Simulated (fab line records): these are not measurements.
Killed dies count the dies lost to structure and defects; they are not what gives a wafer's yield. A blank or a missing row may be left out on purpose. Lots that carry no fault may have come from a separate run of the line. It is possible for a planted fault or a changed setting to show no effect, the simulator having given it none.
fab line records    flow ritCmos
[record] lots = 5  wafers = 15  lastDay = 7
route steps=202 shown CONTACT@172 M1@184
lots with no fault: from the same line, run without faults
startH: the number of hours between the record's first day and the start of the first shown wafer of the lot    waitH: how many hours have passed since the lot's step before this one    " identical to the entry in the row above    L1.1+2: one row covering several wafers at once    - either no value or no given start    * or withheld: withheld    < > ~ a bound
route shown NAME@n: NAME is a module with steps in the file, n the number in the route of the first one    usual: mean/standard deviation of fault-free wafers    same: alike in all rows    chamber/n: place in a boat    sites: each site's reading    _std_site: the values' standard deviation    _edge_site: outer sites' mean less inner sites'    radiusMm: for every site, how far away it sits from the centre of the wafer    mask NAME#n: copy n    behind: the tool/chamber that last shaped the wafer    hold: why the lot was held/for how many hours/how that ended    device: the n, p or np transistor that did not switch    end of line: the route-end tests of the same wafers    a step with no rows: only its recipe    killed: count of dies lost to structure and defects at first sort (not the wafer's yield)    map: the dies of a wafer, with x for killed, . for not killed, _ for no die there
set.NAME: the setting as run; set.NAME@STEP: as run at that earlier step    model.NAME: the simulator's own value behind a step, which no gauge read
certain route steps with their lots: each step a table, each wafer a row
services: when a tool's chamber went out of use (startH, in hours from the record's first day, below 0 if earlier), for how many hours, and the reason
[[steps]]
[step RIT_CONTACT_SOFTBAKE_04]
[recipe] resist = NOVOLAK  tempC = 90  timeS = 60
[step RIT_CONTACT_EXPOSE_05]
[recipe] maskId = M11  na = 0.6  sourceShape = conventional  sigmaOuter = 0.5  targetCdNm = 1000  doseMj = 250
[step RIT_CONTACT_PEB_06]
[recipe] resist = NOVOLAK  tempC = withheld  timeS = withheld
[step RIT_CONTACT_DEVELOP_07]
[recipe] resist = NOVOLAK  developTimeS = 120  devTempC = 23
[step RIT_CONTACT_CD_MEAS_08]
[recipe] targetCdNm = 1000
[usual] cdNm = 1000.4/2.5
lot.wafer  tool      chamber  startH  waitH  cdNm
L566.3     cdSem-01  -        53.31   -      1001.6
L566.4     "         -        "       "      1001.7
L566.6     "         -        "       "      1001.1
L580.1     cdSem-01  -        132.33  -      1002.5
L580.3     "         -        "       "      1001.2
L580.6     "         -        "       "      1001.6
L583.4     cdSem-01  -        143.61  -      996.8
L583.5     "         -        "       "      997.4
L583.6     "         -        "       "      998.4
L586.1     cdSem-02  -        157.95  -      1005.8
L586.2     "         -        "       "      1005.5
L586.3     "         -        "       "      1005.2
L587.1     cdSem-02  -        162.88  -      1000.1
L587.4     "         -        "       "      1002.5
L587.5     "         -        "       "      1000.6
[step RIT_CONTACT_OVL_MEAS_09]
[usual] CONTACT_OVL = -0.9/1.2
lot.wafer  tool        chamber  startH  waitH  CONTACT_OVL[nm]
L566.3     overlay-02  -        53.40   0.1    0.2
L566.4     "           -        "       "      0.0
L566.6     "           -        "       "      -0.9
L580.1     overlay-02  -        132.45  0.1    -1.0
L580.3     "           -        "       "      -0.8
L580.6     "           -        "       "      -0.2
L583.4     overlay-01  -        143.69  0.1    0.5
L583.5     "           -        "       "      0.3
L583.6     "           -        "       "      1.7
L586.1     overlay-01  -        158.07  0.1    -2.4
L586.2     "           -        "       "      -2.2
L586.3     "           -        "       "      0.6
L587.1     overlay-02  -        163.00  0.1    -1.5
L587.4     "           -        "       "      -2.1
L587.5     "           -        "       "      -1.3
[step RIT_CONTACT_HARDBAKE_10]
[recipe] resist = NOVOLAK  tempC = 140  timeS = 60
[step RIT_CONTACT_ETCH_11]
[recipe] targetDepthA = 4800  overEtchFrac = 0.2  stopOn = TiSi2  chemistry = CHF3/CF4/Ar  target = SiO2  CHF3_flow_sccm = 50  cf4FlowSccm = 10  Ar_flow_sccm = 100  O2_flow_sccm = 5  pressureMtorr = 100  rfW = 200  timeS = 320
[usual] O2_flow_sccm = 5.001/0.013  drypumpMotorCurrentA = 5.8/0.62  mfcArSccm = 100.0/0.3  oesProductAu = 0.993/0.016  throttleValvePct = 8.89/0.15
[same] timeS = 320
lot.wafer  tool        chamber  startH  waitH  O2_flow_sccm  drypumpMotorCurrentA  mfcArSccm  oesProductAu  rfHoursCounterH  throttleValvePct
L566.3     rieDiel-02  1        53.57   0.1    4.986         6.4                   99.4       0.993         6                9.09
L566.4     "           2        "       "      5.004         5.3                   99.6       0.964         4                9.13
L566.6     "           3        "       "      4.979         5.4                   100.3      0.995         -                8.91
L580.1     rieDiel-04  1        132.64  0.1    5.010         5.0                   99.8       1.005         9                8.67
L580.3     "           2        "       "      4.989         5.0                   100.3      1.012         71               9.10
L580.6     "           3        "       "      5.011         6.4                   100.3      0.972         -                8.90
L583.4     rieDiel-04  3        143.86  0.1    5.008         6.4                   100.4      0.968         52               8.88
L583.5     "           1        "       "      5.000         5.0                   100.1      0.991         -                8.66
L583.6     "           0        "       "      4.981         6.6                   100.2      1.013         -                8.77
L586.1     rieDiel-04  3        158.26  0.1    4.986         6.4                   99.9       0.966         53               8.91
L586.2     "           2        "       "      5.001         5.0                   100.0      0.996         72               9.12
L586.3     "           0        "       "      4.997         6.6                   99.9       0.997         4                8.76
L587.1     rieDiel-04  0        163.19  0.1    4.995         6.6                   100.0      1.009         4                8.76
L587.4     "           1        "       "      5.014         5.0                   100.6      1.005         10               8.66
L587.5     "           3        "       "      5.003         6.4                   100.1      0.982         -                8.89
[step RIT_CONTACT_STRIP_12]
[recipe] chemistry = O2  timeS = 180  resist = NOVOLAK  platenTempC = withheld  powerW = 500  pressureMtorr = 4000  o2FlowSccm = 4000
[usual] drypumpMotorCurrentA = 6.1/0.42
[same] timeS = 180
lot.wafer  tool            chamber  startH  waitH  drypumpMotorCurrentA  rfHoursCounterH
L566.3     plasmaAsher-02  0        53.83   0.2    5.7                   -
L566.4     "               1        "       "      5.9                   -
L566.6     "               1        "       "      5.9                   -
L580.1     plasmaAsher-03  1        132.84  0.1    6.3                   51
L580.3     "               0        "       "      6.8                   -
L580.6     "               1        "       "      6.4                   -
L583.4     plasmaAsher-02  1        144.11  0.2    5.9                   -
L583.5     "               0        "       "      5.6                   -
L583.6     "               1        "       "      5.8                   -
L586.1     plasmaAsher-03  0        158.45  0.1    6.8                   53
L586.2     "               1        "       "      6.3                   53
L586.3     "               1        "       "      6.3                   -
L587.1     plasmaAsher-02  1        163.38  0.1    5.9                   47
L587.4     "               0        "       "      5.7                   -
L587.5     "               0        "       "      5.7                   -
[step RIT_CONTACT_CD_MEAS_90]
[recipe] targetCdNm = 1000
[usual] cdNm = 1000.4/2.5
lot.wafer  tool      chamber  startH  waitH  cdNm
L566.3     cdSem-01  -        53.98   0.1    1001.0
L566.4     "         -        "       "      1001.9
L566.6     "         -        "       "      1001.3
L580.1     cdSem-02  -        133.01  0.1    1002.3
L580.3     "         -        "       "      1001.2
L580.6     "         -        "       "      1001.6
L583.4     cdSem-01  -        144.29  0.1    996.5
L583.5     "         -        "       "      997.0
L583.6     "         -        "       "      998.0
L586.1     cdSem-01  -        158.62  0.1    1005.6
L586.2     "         -        "       "      1004.6
L586.3     "         -        "       "      1005.0
L587.1     cdSem-02  -        163.56  0.1    1000.6
L587.4     "         -        "       "      1002.7
L587.5     "         -        "       "      1000.7
[step RIT_CONTACT_CLEAN_13]
[recipe] chemistry = SC1  mix = 3:3:50  timeS = 600  tempC = 75
[step RIT_CONTACT_CLEAN_14]
[recipe] chemistry = SC2  mix = 3:3:50  timeS = 600  tempC = 75  dry = n2Spin
[step RIT_M1_SPUTTER_00]
[recipe] material = Al  targetThkNm = 400  powerW = 2000  chamberPressurePa = 0.4  gas = Ar  timeS = 500  substrateTempC = 25
[usual] substrateTempC = 24.99/0.09  throttleValvePct = 29.9/0.93
[same] timeS = 500
lot.wafer  tool           chamber  startH  waitH  substrateTempC  throttleValvePct
L566.3     pvdSputter-01  -        54.59   0.0    25.04           28.7
L566.4     "              -        "       "      25.10           30.1
L566.6     "              -        "       "      25.19           30.3
L580.1     pvdSputter-02  -        133.50  0.0    25.13           29.1
L580.3     "              -        "       "      24.96           30.8
L580.6     "              -        "       "      24.95           29.0
L583.4     pvdSputter-03  -        144.70  0.0    24.99           28.6
L583.5     "              -        "       "      24.87           28.6
L583.6     "              -        "       "      25.03           31.1
L586.1     pvdSputter-01  -        159.11  0.0    24.99           28.9
L586.2     "              -        "       "      24.67           29.8
L586.3     "              -        "       "      25.00           28.6
L587.1     pvdSputter-02  -        164.06  0.0    24.98           31.3
L587.4     "              -        "       "      24.89           30.9
L587.5     "              -        "       "      24.96           30.7
[step RIT_M1_RS_MEAS_01]
[recipe] thkMeasGauge = four-point-probe  reads = Al_of_M1_SPUTTER_00
[usual] M1_AL_RS = 0.0738/0.00088
lot.wafer  tool          chamber  startH  waitH  M1_AL_RS[ohm/sq]
L566.3     filmMetro-04  -        54.92   0.2    0.0740
L566.4     "             -        "       "      0.0750
L566.6     "             -        "       "      0.0742
L580.1     filmMetro-03  -        133.79  0.1    0.0731
L580.3     "             -        "       "      0.0744
L580.6     "             -        "       "      0.0730
L583.4     filmMetro-03  -        145.05  0.2    0.0743
L583.5     "             -        "       "      0.0747
L583.6     "             -        "       "      0.0739
L586.1     filmMetro-04  -        159.41  0.1    0.0737
L586.2     "             -        "       "      0.0738
L586.3     "             -        "       "      0.0734
L587.1     filmMetro-03  -        164.35  0.1    0.0739
L587.4     "             -        "       "      0.0746
L587.5     "             -        "       "      0.0748
[step RIT_M1_THK_MEAS_02]
[recipe] thkMeasGauge = xrf  reads = Al_of_M1_SPUTTER_00
[usual] M1_AL_THK = 391/4.8
lot.wafer  tool          chamber  startH  waitH  M1_AL_THK[nm]
L566.3     filmMetro-04  -        55.02   0.1    392
L566.4     "             -        "       "      385
L566.6     "             -        "       "      390
L580.1     filmMetro-03  -        133.91  0.1    397
L580.3     "             -        "       "      393
L580.6     "             -        "       "      398
L583.4     filmMetro-03  -        145.14  0.1    389
L583.5     "             -        "       "      390
L583.6     "             -        "       "      393
L586.1     filmMetro-04  -        159.53  0.1    394
L586.2     "             -        "       "      393
L586.3     "             -        "       "      396
L587.1     filmMetro-03  -        164.47  0.1    392
L587.4     "             -        "       "      389
L587.5     "             -        "       "      390
[step RIT_M1_HMDS_03]
[recipe] primeTimeS = 60  primeTempC = 140
[step RIT_M1_COAT_04]
[recipe] resist = NOVOLAK  spinRpm = 2000  resistThkNm = 1300
[step RIT_M1_SOFTBAKE_05]
[recipe] resist = NOVOLAK  tempC = 90  timeS = 60
[step RIT_M1_EXPOSE_06]
[recipe] maskId = M12  na = 0.6  sourceShape = conventional  sigmaOuter = 0.5  targetCdNm = 2600  doseMj = 250
[step RIT_M1_PEB_07]
[recipe] resist = NOVOLAK  tempC = withheld  timeS = withheld
[step RIT_M1_DEVELOP_08]
[recipe] resist = NOVOLAK  developTimeS = 68  devTempC = 23
[step RIT_M1_CD_MEAS_09]
[recipe] targetCdNm = 2600
[usual] cdNm = 2599.8/2.6
lot.wafer  tool      chamber  startH  waitH  cdNm
L566.3     cdSem-01  -        56.07   -      2601.3
L566.4     "         -        "       "      2601.3
L566.6     "         -        "       "      2603.2
L580.1     cdSem-02  -        135.07  -      2599.6
L580.3     "         -        "       "      2597.4
L580.6     "         -        "       "      2595.8
L583.4     cdSem-01  -        146.25  -      2599.8
L583.5     "         -        "       "      2599.1
L583.6     "         -        "       "      2600.6
L586.1     cdSem-02  -        160.59  -      2598.6
L586.2     "         -        "       "      2598.2
L586.3     "         -        "       "      2597.5
L587.1     cdSem-01  -        165.54  -      2602.2
L587.4     "         -        "       "      2600.3
L587.5     "         -        "       "      2602.9
[step RIT_M1_OVL_MEAS_10]
[usual] M1_OVL = -0.5/1.3
lot.wafer  tool        chamber  startH  waitH  M1_OVL[nm]
L566.3     overlay-01  -        56.16   0.1    -0.8
L566.4     "           -        "       "      -2.4
L566.6     "           -        "       "      -0.6
L580.1     overlay-02  -        135.19  0.1    0.8
L580.3     "           -        "       "      2.0
L580.6     "           -        "       "      0.3
L583.4     overlay-02  -        146.33  0.1    -2.2
L583.5     "           -        "       "      -0.8
L583.6     "           -        "       "      -0.7
L586.1     overlay-02  -        160.71  0.1    0.1
L586.2     "           -        "       "      0.4
L586.3     "           -        "       "      -0.4
L587.1     overlay-02  -        165.66  0.1    0.1
L587.4     "           -        "       "      0.7
L587.5     "           -        "       "      0.4
[step RIT_M1_HARDBAKE_11]
[recipe] resist = NOVOLAK  tempC = 140  timeS = 120
[step RIT_M1_METAL_ETCH_12]
[recipe] stopOn = SiO2  chemistry = Cl2/BCl3  target = Al  timeS = 165  overEtchFrac = 0.5  pressureMtorr = 100  targetDepthA = 6000  rfW = 250  Cl2_flow_sccm = 60  bcl3FlowSccm = 50
[usual] bcl3FlowSccm = 49.99/0.16  drypumpMotorCurrentA = 5.7/0.41  oesProductAu = 0.778/0.016  throttleValvePct = 8.30/0.11
[same] timeS = 165
lot.wafer  tool         chamber  startH  waitH  bcl3FlowSccm  drypumpMotorCurrentA  oesProductAu  rfHoursCounterH  throttleValvePct
L566.3     rieMetal-01  1        56.49   0.2    49.93         5.6                   0.772         -                8.20
L566.4     "            0        "       "      50.25         5.9                   0.797         -                8.32
L566.6     "            0        "       "      50.11         5.9                   0.799         -                8.34
L580.1     rieMetal-03  1        135.47  0.2    49.93         5.0                   0.753         3                8.47
L580.3     "            1        "       "      49.84         5.0                   0.749         -                8.44
L580.6     "            1        "       "      49.76         5.0                   0.765         -                8.47
L583.4     rieMetal-01  1        146.65  0.1    49.72         5.7                   0.773         -                8.21
L583.5     "            1        "       "      49.87         5.7                   0.770         -                8.20
L583.6     "            0        "       "      50.18         5.9                   0.796         -                8.32
L586.1     rieMetal-04  1        161.00  0.2    49.94         5.7                   0.781         0                8.10
L586.2     "            0        "       "      49.67         6.3                   0.776         0                8.28
L586.3     "            0        "       "      49.99         6.4                   0.784         -                8.29
L587.1     rieMetal-01  1        165.94  0.2    49.88         5.7                   0.778         2                8.22
L587.4     "            1        "       "      49.93         5.6                   0.774         -                8.20
L587.5     "            0        "       "      49.88         5.9                   0.790         -                8.33
[step RIT_M1_STRIP_13]
[recipe] chemistry = nmp  resist = NOVOLAK  tempC = 80  timeS = 600  dry = n2Spin
[step RIT_M1_STRIP_14]
[recipe] chemistry = O2  timeS = 180  platenTempC = withheld  powerW = 500  pressureMtorr = 4000  o2FlowSccm = 4000
[usual] drypumpMotorCurrentA = 6.2/0.38
[same] timeS = 180
lot.wafer  tool            chamber  startH  waitH  drypumpMotorCurrentA  rfHoursCounterH
L566.3     plasmaAsher-02  0        56.83   0.1    5.7                   -
L566.4     "               1        "       "      5.9                   -
L566.6     "               1        "       "      5.8                   -
L580.1     plasmaAsher-03  0        135.81  0.0    6.8                   51
L580.3     "               1        "       "      6.3                   -
L580.6     "               0        "       "      6.8                   -
L583.4     plasmaAsher-02  0        146.99  0.1    5.7                   -
L583.5     "               0        "       "      5.6                   -
L583.6     "               1        "       "      5.9                   -
L586.1     plasmaAsher-02  1        161.35  0.0    5.9                   47
L586.2     "               0        "       "      5.6                   47
L586.3     "               1        "       "      5.9                   -
L587.1     plasmaAsher-03  1        166.30  0.0    6.4                   54
L587.4     "               0        "       "      6.8                   -
L587.5     "               0        "       "      6.8                   -
[step RIT_M1_CD_MEAS_90]
[recipe] targetCdNm = 2600
[usual] cdNm = 2601/3.7
lot.wafer  tool      chamber  startH  waitH  cdNm
L566.3     cdSem-01  -        56.98   0.1    2607
L566.4     "         -        "       "      2602
L566.6     "         -        "       "      2604
L580.1     cdSem-01  -        135.98  0.1    2601
L580.3     "         -        "       "      2599
L580.6     "         -        "       "      2598
L583.4     cdSem-02  -        147.17  0.1    2606
L583.5     "         -        "       "      2605
L583.6     "         -        "       "      2602
L586.1     cdSem-02  -        161.52  0.1    2599
L586.2     "         -        "       "      2596
L586.3     "         -        "       "      2598
L587.1     cdSem-01  -        166.47  0.1    2606
L587.4     "         -        "       "      2605
L587.5     "         -        "       "      2603
[step RIT_M1_ANNEAL_15]
[recipe] tempC = 450  timeS = 1800  ambient = forming_gas_H2N2
[step RIT_M1_BOW_MEAS_16]
[recipe] mode = bow
[usual] M1_BOW = 17/6.7
lot.wafer  tool          chamber  startH  waitH  M1_BOW[um]
L566.3     filmMetro-03  -        58.60   0.0    23
L566.4     "             -        "       "      18
L566.6     "             -        "       "      23
L580.1     filmMetro-01  -        137.60  0.0    11
L580.3     "             -        "       "      28
L580.6     "             -        "       "      24
L583.4     filmMetro-04  -        148.79  0.1    14
L583.5     "             -        "       "      28
L583.6     "             -        "       "      9
L586.1     filmMetro-04  -        163.14  0.0    16
L586.2     "             -        "       "      21
L586.3     "             -        "       "      26
L587.1     filmMetro-01  -        168.09  0.0    18
L587.4     "             -        "       "      7
L587.5     "             -        "       "      21
[step RIT_M1_PROBE_99]
[usual] defectLimitedYield = 97.5/1.2  killed_at_M0_to_M3 = 0/0  killedAtFrontEnd = 6/3  killedDies = 7/3  killedOpen = 3.1/2  killedShort = 3.4/2  sort_bin_3_pad_short = 0.1/0.23  sort_bin_5_function = 1.4/0.76  sort_bin_6_memory = 0.9/0.63  sortNPass = 257/3  sortYieldPct = 97.5/1.2
[same] grossDies = 264  killed_at_M4_up = 0  killedAtBackSide = 0  killedAtContacts = 0  killedAtOther = 0
lot.wafer  tool       chamber  startH  waitH  defectLimitedYield[%]  killed_at_M0_to_M3  killedAtFrontEnd  killedDies  killedOpen  killedShort  sort_bin_3_pad_short[%]  sort_bin_5_function[%]  sort_bin_6_memory[%]  sortNPass  sortYieldPct[%]  model.etest.tester.sortNPass  model.etest.tester.sortYieldPct  model.etest.tester.sort_bin_5_pct  model.etest.tester.sort_bin_6_pct
L566.3     prober-01  -        58.78   0.2    95.8                   0                   11                11          8           3            0.4                      2.3                     1.5                   253        95.8             253                           95.83                            2.273                              1.515
L566.4     prober-01  -        58.83   0.2    97.3                   0                   7                 7           1           6            0                        1.1                     1.5                   257        97.3             257                           97.35                            1.136                              1.515
L566.6     prober-01  -        58.93   0.2    96.2                   0                   10                10          6           4            0.4                      1.5                     1.9                   254        96.2             254                           96.21                            1.515                              1.894
L580.1     prober-01  -        137.72  0.1    96.6                   0                   9                 9           1           8            0.8                      2.3                     0.4                   255        96.6             255                           96.59                            2.273                              0.3788
L580.3     prober-01  -        137.82  0.2    98.1                   0                   5                 5           3           2            0.4                      0.8                     0.8                   259        98.1             259                           98.11                            0.7576                             0.7576
L580.6     prober-01  -        137.97  0.2    98.5                   0                   4                 4           4           0            0                        0.8                     0.8                   260        98.5             260                           98.48                            0.7576                             0.7576
L583.4     prober-01  -        149.00  0.2    96.2                   0                   10                10          8           2            0                        1.9                     1.9                   254        96.2             254                           96.21                            1.894                              1.894
L583.5     prober-01  -        149.05  0.2    99.2                   0                   2                 2           0           2            0.4                      0.4                     0                     262        99.2             262                           99.24                            0.3788                             0
L583.6     prober-01  -        149.10  0.2    95.5                   0                   12                12          6           6            0.4                      2.7                     1.5                   252        95.5             252                           95.45                            2.652                              1.515
L586.1     prober-01  -        163.26  0.1    99.6                   0                   1                 1           1           0            0                        0                       0.4                   263        99.6             263                           99.62                            0                                  0.3788
L586.2     prober-01  -        163.31  0.1    81.4                   39                  10                49          4           6            5.7                      9.1                     3.8                   215        81.4             215                           81.44                            9.091                              3.788
L586.3     prober-01  -        163.36  0.2    98.5                   0                   4                 4           3           1            0                        1.1                     0.4                   260        98.5             260                           98.48                            1.136                              0.3788
L587.1     prober-02  -        168.21  0.1    98.5                   0                   4                 4           0           4            0.4                      0.4                     0.8                   260        98.5             260                           98.48                            0.3788                             0.7576
L587.4     prober-02  -        168.36  0.2    98.9                   0                   3                 3           2           1            0                        0.8                     0.4                   261        98.9             261                           98.86                            0.7576                             0.3788
L587.5     prober-02  -        168.41  0.2    98.5                   0                   4                 4           3           1            0                        1.1                     0.4                   260        98.5             260                           98.48                            1.136                              0.3788
// killed by level:class
L566.3 FOX1:geometricParticle:short=3 SPACER:geometricParticle:open=3 FOX1:geometricParticle:open=2 FOX2:geometricParticle:open=1 GATE:geometricParticle:open=1 SILICIDE:geometricParticle:open=1
L566.4 GATE:geometricParticle:short=4 FOX1:geometricParticle:short=1 FOX1:geometricParticle:open=1 SPACER:geometricParticle:short=1
L566.6 GATE:geometricParticle:open=4 GATE:geometricParticle:short=3 FOX2:geometricParticle:open=1 REOX:geometricParticle:short=1 SILICIDE:geometricParticle:open=1
L580.1 GATE:geometricParticle:short=5 FOX1:geometricParticle:short=3 FOX1:geometricParticle:open=1
L580.3 FOX1:geometricParticle:open=1 GATE:geometricParticle:short=1 REOX:geometricParticle:open=1 SPACER:geometricParticle:open=1 SPACER:geometricParticle:short=1
L580.6 GATE:geometricParticle:open=3 SPACER:geometricParticle:open=1
L583.4 FOX1:geometricParticle:open=3 GATE:geometricParticle:short=2 SILICIDE:geometricParticle:open=2 FOX2:geometricParticle:open=1 GATE:geometricParticle:open=1 REOX:geometricParticle:open=1
L583.5 REOX:geometricParticle:short=2
L583.6 FOX1:geometricParticle:short=3 REOX:geometricParticle:open=3 GATE:geometricParticle:short=2 SILICIDE:geometricParticle:open=2 GATE:geometricParticle:open=1 REOX:geometricParticle:short=1
L586.1 FOX2:geometricParticle:open=1
L586.2 M1:unspecified=39 GATE:geometricParticle:open=2 GATE:geometricParticle:short=2 SILICIDE:geometricParticle:open=2 SILICIDE:geometricParticle:short=2 REOX:geometricParticle:short=1 SPACER:geometricParticle:short=1
L586.3 GATE:geometricParticle:open=3 SILICIDE:geometricParticle:short=1
L587.1 REOX:geometricParticle:short=2 SPACER:geometricParticle:short=1 SILICIDE:geometricParticle:short=1
L587.4 FOX1:geometricParticle:open=1 FOX2:geometricParticle:open=1 SPACER:geometricParticle:short=1
L587.5 FOX2:geometricParticle:open=2 GATE:geometricParticle:short=1 REOX:geometricParticle:open=1
// map L586.2 (x killed, . not)
________......._______
_____.............____
____......x.......x___
___.................__
__...............xx.._
__............xxxx.x._
_x...........xxxxxxxx.
_........x...xxxxxxx..
_............xxxxxxx..
_......x.....xxxxxxx..
__.............x.x.x._
__..................._
___......x.x...x.x..__
____...............___
_____.............____
________.....x._______
// map L566.3 (x killed, . not)
________......._______
_____.............____
____x..............___
___.x...............__
__..................._
__...............x..._
_...x....x............
_...x....x....x.......
_.......x.............
_.....................
__x.................._
__.x................._
___.................__
____...............___
_____.............____
________......._______
[[services]]
tool            chamber  startH  hours  kind
rieDiel-04      0        39.43   3.9    repair
rieDiel-04      -        39.47   8.5    repair
rieDiel-04      1        40.14   14.4   repair
plasmaAsher-03  -        56.59   2.4    repair
rieMetal-04     -        69.41   2.8    pm
pvdSputter-03   -        85.99   0.6    repair
pvdSputter-03   -        97.40   8.0    repair
plasmaAsher-02  -        105.02  4.3    repair
pvdSputter-01   -        105.71  5.2    repair
pvdSputter-02   -        126.24  7.0    repair
rieDiel-02      -        126.93  28.1   pm
plasmaAsher-02  -        135.24  0.7    repair
rieMetal-04     -        136.12  20.0   pm
rieMetal-04     0        136.12  20.0   ventCycle
rieMetal-04     1        136.12  20.0   ventCycle
rieMetal-03     0        140.68  10.3   repair
pvdSputter-02   -        150.76  13.1   repair
rieMetal-04     0        156.12  -      clean
rieMetal-04     1        156.12  -      clean
rieDiel-02      3        157.63  5.5    repair
rieDiel-04      -        165.71  2.8    pm
[[key]]
[firstSign] step = RIT_M1_PROBE_99  reading = killed_at_M0_to_M3  direction = up  sigmas = 39  usual = 0  struck = 39
[effect] step = RIT_M1_PROBE_99  reading = sort_bin_3_pad_short  direction = up  sigmas = 15  usual = 0.1  struck = 5.7
[modelEffect] step = RIT_M1_PROBE_99  value = etest.tester.sortNPass  without = 254  struck = 215
metAt RIT_M1_SPUTTER_00
struckWafers L586.2
[fault] kind = chamberParticleSource  tool = pvdSputter-01  chamber = -  onsetH = 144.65  steps = RIT_M1_SPUTTER_00  ratePerVisitCm2 = 1.8465  endH = 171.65  scope = struckWafersOnly
